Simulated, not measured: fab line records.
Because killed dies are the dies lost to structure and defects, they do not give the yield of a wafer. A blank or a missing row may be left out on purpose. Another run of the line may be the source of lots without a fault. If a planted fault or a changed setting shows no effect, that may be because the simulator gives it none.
Split-lot experiment + flow rit-cmos + 21 wafers read across 5 lots, on a route 202 steps long

ABOUT THE SPLIT
At RIT_GATE_DEVELOP_15 (develop time 50 s), the setting develop-time-s was moved away from the recipe's 50 s on 4 of the 21 wafers read, by -14.4% to -8.2%. For the rest of the wafers, this setting stayed at what the recipe calls for.

FROM THE SPLIT TO THE READING: what the file shows between them, 11 steps
- RIT_NLDD_IMPLANT_08 (also split here: energy-kev)
- RIT_NLDD_STRIP_09: strips in O2, time 180 s
- RIT_NLDD_TW_MEAS_10
- RIT_SPACER_CVD_03: deposits Si3N4 from SiH2Cl2/NH3, target thk 250 nm, time 3300 s (also split here: time-s)
- RIT_SPACER_THK_MEAS_04
- RIT_SPACER_ETCHBACK_05: etches Si3N4 in SF6/CHF3, stops on SiO2, target depth 250 nm, time 240 s
- RIT_NSD_COAT_01: resist thk 1000 nm (also split here: resist-thk-nm)
- RIT_NSD_SOFTBAKE_02: time 60 s
- RIT_NSD_EXPOSE_03: exposes mask M9, target cd 40700 nm
- RIT_NSD_DEVELOP_05: develop time 50 s
- RIT_NSD_HARDBAKE_07: time 60 s

THE READING
etest.nmos_0p15.drive-ua-um (the simulator's own value, which no gauge read), at RIT_M1_PROBE_99. The file gives no usual value for it. Here, 17 wafers ran the recipe; their average is 470.0 with a standard deviation of 10.

| wafer  | tool, chamber at the split | develop-time-s as run, s | against the recipe | etest.nmos_0p15.drive-ua-um | against lot-mates on the recipe |
|--------|----------------------------|--------------------------|--------------------|-----------------------------|---------------------------------|
| L074.1 | litho-track-03, 0          | 50                       | recipe             | 491                         | -                               |
| L074.3 | litho-track-03, 0          | 50                       | recipe             | 477.3                       | -                               |
| L074.5 | litho-track-03, 0          | 50                       | recipe             | 483.3                       | -                               |
| L075.1 | litho-track-01, 0          | 50                       | recipe             | 473                         | -                               |
| L075.2 | litho-track-01, 0          | 50                       | recipe             | 467.5                       | -                               |
| L075.3 | litho-track-01, 0          | 50                       | recipe             | 466.6                       | -                               |
| L075.4 | litho-track-01, 0          | 50                       | recipe             | 478.2                       | -                               |
| L075.6 | litho-track-01, 0          | 50                       | recipe             | 471.1                       | -                               |
| L080.2 | litho-track-01, 0          | 50                       | recipe             | 456.1                       | -                               |
| L080.4 | litho-track-01, 0          | 50                       | recipe             | 451.6                       | -                               |
| L080.5 | litho-track-01, 0          | 50                       | recipe             | 454.7                       | -                               |
| L082.1 | litho-track-01, 0          | 50                       | recipe             | 466.9                       | -                               |
| L082.2 | litho-track-01, 0          | 50                       | recipe             | 468.6                       | -                               |
| L082.3 | litho-track-01, 0          | 45.89                    | -8.2%              | 412.8                       | -60.3                           |
| L082.4 | litho-track-01, 0          | 50                       | recipe             | 483.7                       | -                               |
| L082.5 | litho-track-01, 0          | 45.89                    | -8.2%              | 408.3                       | -64.8                           |
| L085.2 | litho-track-02, 0          | 50                       | recipe             | 468.1                       | -                               |
| L085.3 | litho-track-02, 0          | 42.8                     | -14.4%             | 375.6                       | -91.4                           |
| L085.4 | litho-track-02, 0          | 50                       | recipe             | 469.2                       | -                               |
| L085.5 | litho-track-02, 0          | 42.8                     | -14.4%             | 380.5                       | -86.5                           |
| L085.6 | litho-track-02, 0          | 50                       | recipe             | 463.8                       | -                               |

FIT RESULTS
A straight line over all 21 wafers: etest.nmos_0p15.drive-ua-um changes by +6.58 for each +1% of develop-time-s; r = +0.96; the points scatter about the line by 9.9.
The same after taking each lot's own level away (the mean of its wafers on the recipe; 21 wafers): +6.49 for each +1%; r = +0.98; scatter 5.6.
According to that fit, moving develop-time-s by its largest amount changes the reading by 94.
Across the lots, their own levels run from 454.13 to 483.87, a range of 2.9 times the standard deviation given above.
So the lot-to-lot level changes the slope little: the two slopes agree.
Check: for one of the wafers moved furthest among these (-14.4%), held out of the fit, the line's prediction against its lot-mates is -95.5. It came out at -91.4 against them.

OTHER SPLITS ON THESE WAFERS
Other splits were also applied to these wafers ahead of the reading. Each is held against what the fit with the lots' levels taken away leaves over:
| other split on the same wafers | wafers away from the commonest value | r with etest.nmos_0p15.drive-ua-um (lot level and that fit taken away) |
|--------------------------------|--------------------------------------|------------------------------------------------------------------------|
| RIT_ACTIVE_COAT_06 spin-rpm    | 6                                    | -0.22                                                                  |
| RIT_ACTIVE_EXPOSE_08 dose-mj   | 9                                    | -0.36                                                                  |
| RIT_PWELL_SOFTBAKE_02 temp-c   | 8                                    | +0.34                                                                  |
| RIT_NRETRO_IMPLANT_08 dose-cm2 | 7                                    | -0.10                                                                  |
| RIT_NLDD_IMPLANT_08 energy-kev | 9                                    | +0.12                                                                  |
| RIT_SPACER_CVD_03 time-s       | 13                                   | -0.24                                                                  |
| RIT_NSD_COAT_01 resist-thk-nm  | 7                                    | +0.18                                                                  |

THE WHOLE CHAIN: every reading that the file lists as answering this split, in the file's order
| step            | what it does | reading                                                                        | change (the file's fit)           | r (the file's) |
|-----------------|--------------|--------------------------------------------------------------------------------|-----------------------------------|----------------|
| RIT_M1_PROBE_99 |              | etest.pmos-turned.r-on-ohm-um (the simulator's own value, which no gauge read) | -43.8 for each +1% of the setting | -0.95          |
| RIT_M1_PROBE_99 |              | etest.pmos_0p15.r-on-ohm-um (the simulator's own value, which no gauge read)   | -45.3 for each +1% of the setting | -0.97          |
| RIT_M1_PROBE_99 |              | etest.pmos_0p3.r-on-ohm-um (the simulator's own value, which no gauge read)    | -44.2 for each +1% of the setting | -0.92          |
| RIT_M1_PROBE_99 |              | etest.nmos_0p15.r-on-ohm-um (the simulator's own value, which no gauge read)   | -14.4 for each +1% of the setting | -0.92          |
| RIT_M1_PROBE_99 |              | etest.nmos_0p3.r-on-ohm-um (the simulator's own value, which no gauge read)    | -13 for each +1% of the setting   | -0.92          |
| RIT_M1_PROBE_99 |              | etest.nmos_0p15.drive-ua-um (the simulator's own value, which no gauge read)   | +6.53 for each +1% of the setting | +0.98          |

FILE'S OWN FIT
etest.nmos_0p15.drive-ua-um changes by +6.53 for each +1% of develop-time-s, r = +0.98.
